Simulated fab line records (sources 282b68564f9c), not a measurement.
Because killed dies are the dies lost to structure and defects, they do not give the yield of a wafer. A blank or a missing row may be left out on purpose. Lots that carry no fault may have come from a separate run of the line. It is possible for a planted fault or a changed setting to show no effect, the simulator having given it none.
2 desks, one fault :: flow rit cmos :: only its own numbers are on each desk; what lay behind them is given at the end

== THE METROLOGY DESK ==
Lot by lot, what the gauges showed, no matter which tool ran the lot: averages of those sampled wafers that carry a number. Marked OUT: a lot whose mean sits more than 4 standard deviations from the usual mean, which makes it out of limits; the brackets give that distance.
Columns: A = NRETRO_OVL at RIT_NRETRO_OVL_MEAS_06, usual -0.5 nm; B = PSD_RS at RIT_SDANNEAL_RS_MEAS_04, usual 115.55 ohm/sq; C = NSD_RS at RIT_SDANNEAL_RS_MEAS_05, usual 86.0 ohm/sq; D = PLDD_RS at RIT_SDANNEAL_RS_MEAS_06, usual 178.6 ohm/sq
lot: L834
first seen here: day 2 04:59
A: -1.0
B: 115.67
C: 85.7
D: 178.7

lot: L835
first seen here: day 2 10:43
A: 0.0
B: 115.45
C: 85.9
D: 179.1

lot: L836
first seen here: day 2 14:51
A: -0.7
B: 115.77
C: 86.5
D: 178.3

lot: L837
first seen here: day 2 20:35
A: -0.7
B: 115.65
C: 86.0
D: 178.0

lot: L839
first seen here: day 3 07:08
A: -0.5
B: 115.50
C: 86.5
D: 178.7

lot: L841
first seen here: day 3 19:45
A: -1.8
B: 115.55
C: 86.1
D: 178.8

lot: L844
first seen here: day 4 11:08
A: -0.3
B: 115.51
C: 86.1
D: 178.8

lot: L843
first seen here: day 4 11:22
A: -1.1
B: 115.75
C: 85.8
D: 178.9

lot: L847
first seen here: day 4 23:28
A: 0.1
B: 93.51 (-82) OUT
C: 84.3 (-5.3) OUT
D: 159.6 (-38) OUT

lot: L849
first seen here: day 5 09:57
A: -1.1
B: 94.01 (-80) OUT
C: 84.7 (-4.2) OUT
D: 159.7 (-38) OUT

lot: L850
first seen here: day 5 12:58
A: 1.7
B: 115.24
C: 86.2
D: 178.8

lot: L852
first seen here: day 6 00:27
A: -1.3
B: 115.63
C: 86.1
D: 179.0

lot: L854
first seen here: day 6 09:47
A: 0.4
B: 115.46
C: 86.2
D: 178.6

lot: L856
first seen here: day 6 20:15
A: -1.9
B: 115.19
C: 85.6
D: 177.9
This desk's finding: out of limits on L847, L849; first on L847, day 5 20:07 (PSD_RS at RIT_SDANNEAL_RS_MEAS_04). Within limits: L834, L835, L836, L837, L839, L841, L844, L843, L850, L852, L854, L856.

== TOOL OWNER'S DESK, rtp anneal-01 ==
Per lot that ran on this tool, the mean of the sampled wafers carrying a number, from the tool's own readings at RIT_SDANNEAL_RTA_03 (time 5 s). Marked OUT: a lot whose mean sits more than 4 standard deviations from the usual mean, which makes it out of limits; the brackets give that distance.
Columns: A = chamber o2 ppm at RIT_SDANNEAL_RTA_03, usual 2.002; B = wafer_temp_C_max at RIT_SDANNEAL_RTA_03, usual 1053.7
lot: L835
first seen here: day 3 07:16
A: 1.998
B: 1054.2

lot: L837
first seen here: day 3 18:01
A: 1.994
B: 1053.9

lot: L839
first seen here: day 4 08:50
A: 1.966
B: 1053.8

lot: L841
first seen here: day 4 17:07
A: 2.000
B: 1052.9

lot: L843
first seen here: day 5 06:58
A: 2.018
B: 1054.8

lot: L847
first seen here: day 5 20:02
A: 1.989
B: 1087.2 (+28) OUT

lot: L849
first seen here: day 6 05:19
A: 1.989
B: 1086.0 (+27) OUT
This desk finds L847, L849 out of limits, L847 being first, at day 5 20:02 (wafer_temp_C_max at RIT_SDANNEAL_RTA_03). Within limits: L835, L837, L839, L841, L843.

== PUT TOGETHER ==
On L847, L849, at day 5 20:02, an alarm was possible from the tool owner's desk.
At day 5 20:07 the metrology desk could have sounded an alarm, on L847, L849.
RIT_SDANNEAL_RTA_03 was run on rtp anneal-01 by each of the lots named.

== WHAT THE SIMULATOR HAD PUT IN ==
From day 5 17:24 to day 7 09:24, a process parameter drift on rtp anneal-01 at RIT_SDANNEAL_RTA_03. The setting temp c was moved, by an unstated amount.
Struck lots among those shown: L847, L849.
Hours from the fault's start to each desk's first reading out of limits: the tool owner's desk, 3; the metrology desk, 3.
